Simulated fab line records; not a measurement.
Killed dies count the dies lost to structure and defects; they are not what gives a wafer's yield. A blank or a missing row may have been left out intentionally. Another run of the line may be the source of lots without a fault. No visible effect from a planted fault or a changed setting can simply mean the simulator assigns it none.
Lot-split experiment    flow rit-cmos    23 wafers read across 5 lots, on a route 202 steps long

## SPLIT DETAILS
At RIT_FOX2_OXIDATION_00 (target thk 350.7 nm, ox time 1130 s), the setting temp-c was moved away from the recipe's 1100 C on 15 of the 23 wafers read, by -1.1% to +2.4%. All remaining wafers had this setting at the recipe value.

## FROM THE SPLIT TO THE READING: what the file shows between them, 22 steps
- RIT_FOX2_THK_MEAS_01
- RIT_FOX2_CLEAN_02: cleans in dHF, time 180 s
- RIT_FOX2_WET_ETCH_03: etches Si3N4 in H3PO4, target depth 195 nm, time 2700 s
- RIT_FOX2_THK_MEAS_90
- RIT_PWELL_SOFTBAKE_02: time 60 s (also split here: temp-c)
- RIT_PWELL_EXPOSE_03: exposes mask M3, target cd 43700 nm
- RIT_PWELL_PEB_04
- RIT_PWELL_DEVELOP_05: develop time 68 s
- RIT_PWELL_IMPLANT_08 (also split here: dose-cm2)
- RIT_PWELL_STRIP_09: strips in O2, time 180 s
- RIT_PWELL_TW_MEAS_10
- RIT_WELLDRIVE_ANNEAL_00: time 14700 s
- RIT_WELLDRIVE_RS_MEAS_02: measures by four-point-probe
- RIT_NRETRO_COAT_01: resist thk 1300 nm (also split here: resist-thk-nm)
- RIT_NRETRO_SOFTBAKE_02: time 60 s
- RIT_NRETRO_EXPOSE_03: exposes mask M4, target cd 43900 nm
- RIT_NRETRO_DEVELOP_05: develop time 68 s
- RIT_NRETRO_HARDBAKE_07: time 120 s
- RIT_PRETRO_IMPLANT_08 (also split here: energy-kev)
- RIT_PRETRO_STRIP_09: strips in O2, time 180 s
- RIT_GATE_CLEAN_03: cleans in SC2, time 600 s
- RIT_GATE_CLEAN_04: cleans in dHF, time 60 s

## THE READING
FIELD_OXIDE_LEFT_2_THK in nanometres, read at RIT_FOX2_THK_MEAS_91. Typical for fault-free wafers on this fab line: 257 nm, with standard deviation 6.2 nm.

wafer   tool, chamber at the split  temp-c as run, C  against the recipe  FIELD_OXIDE_LEFT_2_THK, nm  against lot-mates on the recipe
L075.1  furnace-03, 0               1100              recipe              254                         -
L075.4  furnace-03, 0               1100              recipe              253                         -
L075.6  furnace-03, 0               1100              recipe              258                         -
L077.1  -, -                        1121              +1.9%               285                         no lot-mate on the recipe
L077.2  -, -                        1121              +1.9%               282                         no lot-mate on the recipe
L077.3  -, -                        1121              +1.9%               288                         no lot-mate on the recipe
L077.4  -, -                        1121              +1.9%               282                         no lot-mate on the recipe
L077.6  -, -                        1121              +1.9%               286                         no lot-mate on the recipe
L078.2  -, -                        1100              recipe              258                         -
L078.3  -, -                        1100              recipe              257                         -
L078.4  -, -                        1100              recipe              263                         -
L078.5  -, -                        1100              recipe              259                         -
L078.6  -, -                        1100              recipe              263                         -
L080.1  -, -                        1126              +2.4%               289                         no lot-mate on the recipe
L080.2  -, -                        1126              +2.4%               294                         no lot-mate on the recipe
L080.3  -, -                        1126              +2.4%               297                         no lot-mate on the recipe
L080.4  -, -                        1126              +2.4%               290                         no lot-mate on the recipe
L080.6  -, -                        1126              +2.4%               288                         no lot-mate on the recipe
L085.1  -, -                        1088              -1.1%               237                         no lot-mate on the recipe
L085.2  -, -                        1088              -1.1%               237                         no lot-mate on the recipe
L085.3  -, -                        1088              -1.1%               234                         no lot-mate on the recipe
L085.4  -, -                        1088              -1.1%               238                         no lot-mate on the recipe
L085.5  -, -                        1088              -1.1%               233                         no lot-mate on the recipe

FIT RESULTS
A straight line over all 23 wafers: FIELD_OXIDE_LEFT_2_THK changes by +15.6 nm for each +1% of temp-c; r = +0.99; the points scatter about the line by 3.7 nm.
Too few moved wafers with a lot-mate on the recipe to fit a line net of each lot's own level.

## THE WHOLE CHAIN: every reading that the file lists as answering this split, in the file's order
step                   what it does                         reading                                                                            change (the file's fit)             r (the file's)
RIT_FOX2_OXIDATION_00  target thk 350.7 nm, ox time 1130 s  SiO2_of_FOX2_OXIDATION_00.thk-nm (the simulator's own value, which no gauge read)  +16 nm for each +1% of the setting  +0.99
RIT_FOX2_THK_MEAS_01                                        FOX2_OXIDE_THK                                                                     +16 for each +1% of the setting     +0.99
RIT_FOX2_THK_MEAS_90                                        FIELD_OXIDE_LEFT_1_THK                                                             +15.9 for each +1% of the setting   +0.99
RIT_FOX2_THK_MEAS_91                                        FIELD_OXIDE_LEFT_2_THK                                                             +15.6 for each +1% of the setting   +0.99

## THE FILE'S OWN FIT
FIELD_OXIDE_LEFT_2_THK changes by +15.6 nm for each +1% of temp-c, r = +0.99.
